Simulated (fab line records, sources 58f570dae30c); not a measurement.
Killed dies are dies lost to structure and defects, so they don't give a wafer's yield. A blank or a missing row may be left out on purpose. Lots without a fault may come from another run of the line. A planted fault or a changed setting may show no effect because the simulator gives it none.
Which tool did it? | flow berkeley_cmos170 | 14 lots, 41 wafers sampled, at 4 steps of a route of 331

WHAT THE GAUGES READ, wafer by wafer
UCB170_M3_CD_MEAS_15: target cd 700 nm. Usual: cd_nm 700.4 nm, standard deviation 1.3.
lot  | measured     | on        | cd_nm (nm)        | flag
L431 | day 7 09:53  | cd_sem-01 | 700.9 700.8 699.6 |
L433 | day 7 20:22  | cd_sem-01 | 698.8 698.8 698.1 |
L432 | day 7 21:20  | cd_sem-02 | 700.1 700.9 700.9 |
L435 | day 7 21:34  | cd_sem-02 | 700.7 701.3 700.7 |
L436 | day 8 01:46  | cd_sem-02 | 699.1 699.3 700.6 |
L434 | day 8 02:02  | cd_sem-01 | 702.5 702.4 701.7 |
L439 | day 9 18:14  | cd_sem-01 | 701.7 701.4 700.8 |
L441 | day 10 03:47 | cd_sem-01 | 699.2 698.9       |
L444 | day 10 22:49 | cd_sem-01 | 701.3 699.8 700.3 |
L446 | day 11 17:40 | cd_sem-01 | 699.8 700.0 701.1 |
L448 | day 12 02:39 | cd_sem-01 | 698.1 699.6 696.5 |
L453 | day 12 14:11 | cd_sem-01 | 701.2 700.3 701.9 |
L450 | day 12 14:22 | cd_sem-01 | 700.9 701.3 700.5 |
L454 | day 13 15:28 | cd_sem-01 | 702.0 702.6 701.0 |

UCB170_M3_BOW_MEAS_20. Usual: M3_BOW 34 um, standard deviation 7.4.
lot  | measured     | on            | M3_BOW (um) | flag
L431 | day 7 10:29  | film_metro-02 | 37 40 30    |
L433 | day 7 20:58  | film_metro-04 | 36 23 33    |
L432 | day 7 21:56  | film_metro-03 | 35 41 39    |
L435 | day 7 22:10  | film_metro-04 | 26 22 33    |
L436 | day 8 02:22  | film_metro-02 | 36 33 31    |
L434 | day 8 02:38  | film_metro-04 | 31 37 32    |
L439 | day 9 18:51  | film_metro-02 | 31 42 35    |
L441 | day 10 04:24 | film_metro-02 | 27 23       |
L444 | day 10 23:31 | film_metro-02 | 37 46 37    |
L446 | day 11 18:30 | film_metro-02 | 30 41 31    |
L448 | day 12 03:15 | film_metro-04 | 38 44 39    |
L453 | day 12 14:47 | film_metro-03 | 53 30 30    |
L450 | day 12 14:59 | film_metro-02 | 25 39 26    |
L454 | day 13 16:04 | film_metro-02 | 40 35 34    |

WHICH TOOL RAN EACH LOT (tool, then ch and the chambers of the sampled wafers, then the start)
lot  | UCB170_V2_CVD_00                | UCB170_V2_STRIP_15
L431 | pecvd-03 ch 0,2, day 7 05:06    | plasma_asher-04 ch 0,1, day 7 07:31
L433 | pecvd-03 ch 0,1, day 7 15:37    | plasma_asher-04 ch 0,1, day 7 17:47
L432 | pecvd-02 ch 1,2, day 7 16:03    | plasma_asher-01 ch 0,1, day 7 18:49
L435 | pecvd-03 ch 0,1, day 7 16:17    | plasma_asher-01 ch 0,1, day 7 19:16
L436 | pecvd-04 ch 0,2, day 7 21:13    | plasma_asher-02 ch 0,1, day 7 23:21
L434 | pecvd-02 ch 1,2, day 7 21:28    | plasma_asher-01 ch 0,1, day 7 23:38
L439 | pecvd-03 ch 1,2, day 9 12:38    | plasma_asher-01 ch 0,1, day 9 15:47
L441 | pecvd-02 ch 1,2, day 9 23:11    | plasma_asher-01 ch 0,1, day 10 01:16
L444 | pecvd-02 ch 1,2, day 10 17:44   | plasma_asher-01 ch 0,1, day 10 20:26
L446 | pecvd-03 ch 0,1,2, day 11 10:11 | plasma_asher-01 ch 0,1, day 11 12:14
L448 | pecvd-03 ch 0,1,2, day 11 22:14 | plasma_asher-02 ch 0,1, day 12 00:26
L453 | pecvd-03 ch 1,2, day 12 09:17   | plasma_asher-02 ch 0,1, day 12 11:33
L450 | pecvd-04 ch 0,2, day 12 09:24   | plasma_asher-04 ch 0,1, day 12 11:47
L454 | pecvd-04 ch 0,1,2, day 13 09:49 | plasma_asher-02 ch 0,1, day 13 12:28
- UCB170_V2_CVD_00: deposits SiO2 from TEOS/O2, target thk 2000 nm, time 250 s.
- UCB170_V2_STRIP_15: strips in O2.

WHAT THE TOOLS THEMSELVES READ (means of the sampled wafers that have a number; where no wafer has one, the mark that the record gives instead)
UCB170_V2_CVD_00. Usual: heater_power_w 260 W, standard deviation 50.
lot  | tool     | heater_power_w (W) | flag
L431 | pecvd-03 | 262                |
L433 | pecvd-03 | 262                |
L432 | pecvd-02 | 233                |
L435 | pecvd-03 | 265                |
L436 | pecvd-04 | 347                |
L434 | pecvd-02 | 204                |
L439 | pecvd-03 | 237                |
L441 | pecvd-02 | 220                |
L444 | pecvd-02 | 224                |
L446 | pecvd-03 | 239                |
L448 | pecvd-03 | 244                |
L453 | pecvd-03 | 237                |
L450 | pecvd-04 | 313                |
L454 | pecvd-04 | 300                |

UCB170_V2_STRIP_15. Usual: chamber_pressure_mTorr 3500 mTorr, standard deviation 3; drypump_motor_current_A 5.4 A, standard deviation 0.61; oes_product_au 0.722 a.u., standard deviation 0.0044; strip_time_to_endpoint_s 15.26 s, standard deviation 0.13.
lot  | tool            | chamber_pressure_mTorr (mTorr) | drypump_motor_current_A (A) | oes_product_au (a.u.) | strip_time_to_endpoint_s (s) | flag
L431 | plasma_asher-04 | 3496                           | 5.4                         | 0.723                 | 15.25                        |
L433 | plasma_asher-04 | 3500                           | 5.9                         | 0.721                 | 15.19                        |
L432 | plasma_asher-01 | 3498                           | 5.0                         | 0.723                 | 15.21                        |
L435 | plasma_asher-01 | 3500                           | 5.0                         | 0.724                 | 15.37                        |
L436 | plasma_asher-02 | 3498                           | 6.1                         | 0.719                 | 15.26                        |
L434 | plasma_asher-01 | 3499                           | 5.0                         | 0.724                 | 15.06                        |
L439 | plasma_asher-01 | 3501                           | 5.0                         | 0.722                 | 15.14                        |
L441 | plasma_asher-01 | 3500                           | 5.0                         | 0.722                 | 15.35                        |
L444 | plasma_asher-01 | 3501                           | 5.0                         | 0.723                 | 15.42                        |
L446 | plasma_asher-01 | 3497                           | 5.0                         | 0.721                 | 15.22                        |
L448 | plasma_asher-02 | 3498                           | 6.1                         | 0.723                 | 15.29                        |
L453 | plasma_asher-02 | 3500                           | 5.7                         | 0.725                 | 15.30                        |
L450 | plasma_asher-04 | 3502                           | 5.9                         | 0.723                 | 15.07                        |
L454 | plasma_asher-02 | 3497                           | 5.7                         | 0.723                 | 15.18                        |

THE ANSWER, worked out from the rows above alone
Rule: a lot is off if the mean of its wafers that have a number lies more than 3 standard deviations from the usual mean. A lot without any number at a reading at which 4 lots or more have one is off too. The other lots that the step has rows for count as sound. The gauges are gone through in route order, then the tools' own readings, and for those a lot's mean is taken as printed above. The first step at which some lot is off is used, and at that step the reading that is off furthest; a lot without a number counts as furthest.
No lot is off at any reading shown: from this, nothing can be told.

WHAT THE SIMULATOR HAD PUT IN
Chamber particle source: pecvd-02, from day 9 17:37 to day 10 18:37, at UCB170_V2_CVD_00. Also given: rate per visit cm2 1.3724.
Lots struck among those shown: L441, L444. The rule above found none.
